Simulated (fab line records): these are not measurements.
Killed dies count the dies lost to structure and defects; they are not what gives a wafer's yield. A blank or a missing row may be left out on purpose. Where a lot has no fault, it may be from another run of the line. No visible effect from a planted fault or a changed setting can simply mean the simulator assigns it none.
A struck lot beside a sound one | flow berkeley_cmos170 | 31 out of 331 route steps
Sound: wafers L669.3, L669.5, L669.6. Struck: wafers L678.2, L678.5, L678.6. The cause comes at the end.
Per side, at each step with rows, come the tool, then ch with its chambers, and then its first start. Under that, the readings that differ: sound wafers | struck wafers | difference of the means | sigmas: that difference in standard deviations of wafers without a fault.
alike: readings whose means differ by less than 2 such deviations, and words and numbers that are the same on both sides. not compared: withheld readings, readings that some wafer has no value for, bounds like >300 that may hide the same value, and numbers for which the record gives no deviation and whose values overlap.
A row with sigmas, a row that says differs or no value, or rows on one side alone: a step with any of these is where the two part. Numbers that don't overlap but have no deviation are shown without sigmas and don't part them. Lack of a reading on every wafer of one side parts them only where that side has two or more wafers.

first, 6 steps without rows for these wafers: UCB170_V2_HMDS_06 (prime time 60 s); UCB170_V2_COAT_07 (resist thk 900 nm); UCB170_V2_SOFTBAKE_08 (time 60 s); UCB170_V2_EXPOSE_09 (exposes mask VIA2, target cd 700 nm); UCB170_V2_PEB_10; UCB170_V2_DEVELOP_11 (develop time 45 s).
UCB170_V2_CD_MEAS_12: the cd target is 700 nm.
  struck on cd_sem-01, day 10 16:16; sound on cd_sem-01, day 8 12:17
  alike: cd_nm
UCB170_V2_OVL_MEAS_13:
  struck on overlay-02, day 10 16:22; sound on overlay-01, day 8 12:22
  alike: V2_OVL
UCB170_V2_ETCH_14: etches SiO2 in CHF3/CF4/Ar, stops on Al, target depth 1250 nm, time 291 s.
  sound on rie_diel-03 ch 0,1,2, day 8 12:24; struck on rie_diel-04 ch 2,3, day 10 16:24
  alike: CHF3_flow_sccm, drypump_motor_current_A, oes_product_au, throttle_valve_pct
  not compared: rf_hours_counter_h
UCB170_V2_STRIP_15: strips in O2.
  sound on plasma_asher-02 ch 0,1, day 8 12:37; struck on plasma_asher-01 ch 0,1, day 10 16:34
  alike: drypump_motor_current_A, oes_product_au, strip_time_to_endpoint_s
  not compared: rf_hours_counter_h
UCB170_V2_CD_MEAS_90: the cd target is 700 nm.
  struck on cd_sem-01, day 10 16:41; sound on cd_sem-01, day 8 12:43
  alike: cd_nm
then, 1 step without rows for these wafers: UCB170_M3_PRE_CLEAN_00 (preclean etch time 60 s).
UCB170_M3_SPUTTER_01: material Al, target thk 900 nm, time 120 s.
  struck on pvd_sputter-03, day 10 16:52; sound on pvd_sputter-01, day 8 12:52
  reading                               | sound             | struck         | difference | sigmas
  model.Al_of_M3_SPUTTER_01.thk_nm (nm) | 891.5 901.2 894.3 | 1306 1316 1323 | +419       |
  alike: throttle_valve_pct
UCB170_M3_RS_MEAS_02: the measuring method here is four-point-probe.
  struck on film_metro-04, day 10 16:58; sound on film_metro-01, day 8 12:59
  reading           | sound                | struck               | difference | sigmas
  M3_AL_RS (ohm/sq) | 0.0325 0.0322 0.0324 | 0.0221 0.0220 0.0219 | -0.0104    | -30
UCB170_M3_THK_MEAS_03: measures by xrf.
  struck on film_metro-04, day 10 17:04; sound on film_metro-01, day 8 13:05
  reading        | sound       | struck         | difference | sigmas
  M3_AL_THK (nm) | 872 880 878 | 1264 1269 1282 | +395       | +36
then, 3 steps without rows for these wafers: UCB170_M3_HMDS_04 (prime time 60 s); UCB170_M3_COAT_05 (resist thk 900 nm); UCB170_M3_SOFTBAKE_06 (time 60 s).
UCB170_M3_STRIP_07: strips in O2.
  sound on plasma_asher-01 ch 0,1, day 8 13:37; struck on plasma_asher-03 ch 0,1, day 10 17:34
  alike: drypump_motor_current_A, oes_product_au, strip_time_to_endpoint_s
  not compared: rf_hours_counter_h
then, 7 steps without rows for these wafers: UCB170_M3_STRIP_08 (strips KrF in DMSO, time 600 s); UCB170_M3_COAT_09; UCB170_M3_COAT_10 (resist thk 900 nm); UCB170_M3_SOFTBAKE_11 (time 60 s); UCB170_M3_EXPOSE_12 (exposes mask METAL3, target cd 700 nm); UCB170_M3_PEB_13; UCB170_M3_DEVELOP_14 (develop time 45 s).
UCB170_M3_CD_MEAS_15: the cd target is 700 nm.
  struck on cd_sem-02, day 10 19:01; sound on cd_sem-01, day 8 15:06
  alike: cd_nm
UCB170_M3_OVL_MEAS_16:
  struck on overlay-01, day 10 19:07; sound on overlay-02, day 8 15:12
  alike: M3_OVL
UCB170_M3_ETCH_17: etches BARC in N2/H2.
  sound on rie_diel-02 ch 2,3, day 8 15:13; struck on rie_diel-02 ch 0,1,3, day 10 19:09
  alike: drypump_motor_current_A, h2_flow_sccm, n2_flow_sccm, oes_product_au, throttle_valve_pct
UCB170_M3_METAL_ETCH_18: etches Al in Cl2/BCl3, stops on SiO2, target depth 1170 nm, time 195 s.
  sound on rie_metal-01 ch 0,1, day 8 15:20; struck on rie_metal-03 ch 0,1, day 10 19:11
  reading               | sound             | struck            | difference | sigmas
  oes_product_au (a.u.) | 0.845 0.878 0.848 | 0.997 0.983 0.998 | +0.136     | +9
  alike: drypump_motor_current_A, throttle_valve_pct
  not compared: rf_hours_counter_h
UCB170_M3_STRIP_19: strips in O2.
  sound on plasma_asher-01 ch 0,1, day 8 15:29; struck on plasma_asher-01 ch 0,1, day 10 19:23
  alike: drypump_motor_current_A, oes_product_au
  not compared: rf_hours_counter_h

## WHERE THEY PART
Last at UCB170_M3_METAL_ETCH_18 as far as this record goes, first at UCB170_M3_RS_MEAS_02. Later steps at which nothing parts them and some readings are alike: UCB170_M3_STRIP_19.

WHY: what the simulator had put in
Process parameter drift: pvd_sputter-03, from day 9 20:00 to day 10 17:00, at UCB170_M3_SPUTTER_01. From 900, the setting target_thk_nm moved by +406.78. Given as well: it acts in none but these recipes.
